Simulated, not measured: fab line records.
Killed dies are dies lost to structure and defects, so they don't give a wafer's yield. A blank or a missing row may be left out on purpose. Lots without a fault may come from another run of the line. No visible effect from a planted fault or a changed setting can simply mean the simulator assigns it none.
Problem report, 8D (eight disciplines) form, completed by code ; flow berkeley-cmos170 ; the parts of the form that need people (team, actions taken, sign-off) are left out

## 1. THE PROBLEM
Wafers without a fault read 700.3 nm, standard deviation 1.3; cd-nm at UCB170_V2_CD_MEAS_12 reads a mean of 676.7 nm on 6 wafers belonging to 2 lots. Relative to the usual mean, that is a shift of -18 standard deviations.
The step: target cd 700 nm.
The first sign was on wafer L282.1 at day 10 23:08, on cd-sem-01. The record holds 42 wafers of 14 lots with a number at this step. Rule for "out", or "out of limits": more than 4 standard deviations from the usual mean. Any other wafer with a number is counted as sound.

## 2. WHAT THIS IS AND IS NOT
question;is;is not
which readings at this step;cd-nm;-
which lots;L282, L286;L272, L273, L274, L275, L276, L281, L283, L284, L289, L290, L291, L295
which wafers of those lots;all that have a number;-
read on which gauges;cd-sem-01;cd-sem-02
when;from day 10 23:08;"up to then (18 sound wafers); but 18 sound wafers of L283, L284, L289, L290, L291, L295 came after"

## 3. WHAT RULES OUT EACH SUSPECT
Counting: any tool at a process step up to the reading is kept as a suspect provided that every lot that is out went through it and no sound lot did after the first of them.
- the gauge at UCB170_V2_CD_MEAS_12 has been ruled out. All the wafers that are out were read on cd-sem-01, but those of them that UCB170_V2_PEB_10 has rows for are out there too, on other tools.
- cmp-01 at UCB170_V2_CMP_02 (polishes SiO2): ruled out as a lasting fault. After its first lot that is out, L282 (day 10 20:32), sound lots L284, L291, L295 ran on it.
- litho-track-04 at UCB170_V2_PEB_10: kept. It ran every lot that is out, first L282 (day 10 22:49), and no sound lot after that; its last sound lot up to then is L281 (day 10 12:00). Its own heater-power-total-W, plate-temp-C readings are out on those wafers.
After counting, what remains is litho-track-04 at UCB170_V2_PEB_10.

## 4. THE CAUSE (what the simulator had put in)
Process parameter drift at UCB170_V2_PEB_10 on litho-track-04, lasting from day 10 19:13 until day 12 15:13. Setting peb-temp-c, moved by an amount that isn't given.
Counting left only this tool.

## 5. THE EFFECT CHAIN, in route order
One row per reading whose mean, taken over the struck wafers that have a number, lies over 3 standard deviations from the usual. Scope: only readings with a usual standard deviation given in the record; hours: median across lots of the time from each lot's start at the first step in this table that gives one to its start at this step; sigmas: change in usual standard deviations.
hours;step;reading;usual;on struck wafers;change;sigmas
0;UCB170_V2_PEB_10;heater-power-total-W;56.80 W;54.88;-1.91;-43
0;UCB170_V2_PEB_10;plate-temp-C;129.97 C;126.64;-3.33;-24
0;UCB170_V2_CD_MEAS_12;cd-nm;700.3 nm;676.7;-23.6;-18
The process steps in it:
- UCB170_V2_PEB_10
Later steps that measure or inspect, where all struck wafers having a row at the step show a number for every such reading and not one has moved that far: UCB170_V2_OVL_MEAS_13.

## 6. WHAT WOULD HAVE CAUGHT IT SOONER
Counted from the fault's start at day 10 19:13, it took 4 hours until the first out-of-limits reading at a measuring or inspecting step in this record, taken at day 10 23:08.
Tool's own readings at UCB170_V2_PEB_10, heater-power-total-W, plate-temp-C: out on all struck wafers the step has rows for; an alarm limit on them would have tripped on the first.
Lots out: 2; of these, L286 started UCB170_V2_PEB_10 on litho-track-04 after day 10 23:08. A tool hold placed at that time would have kept it from harm.
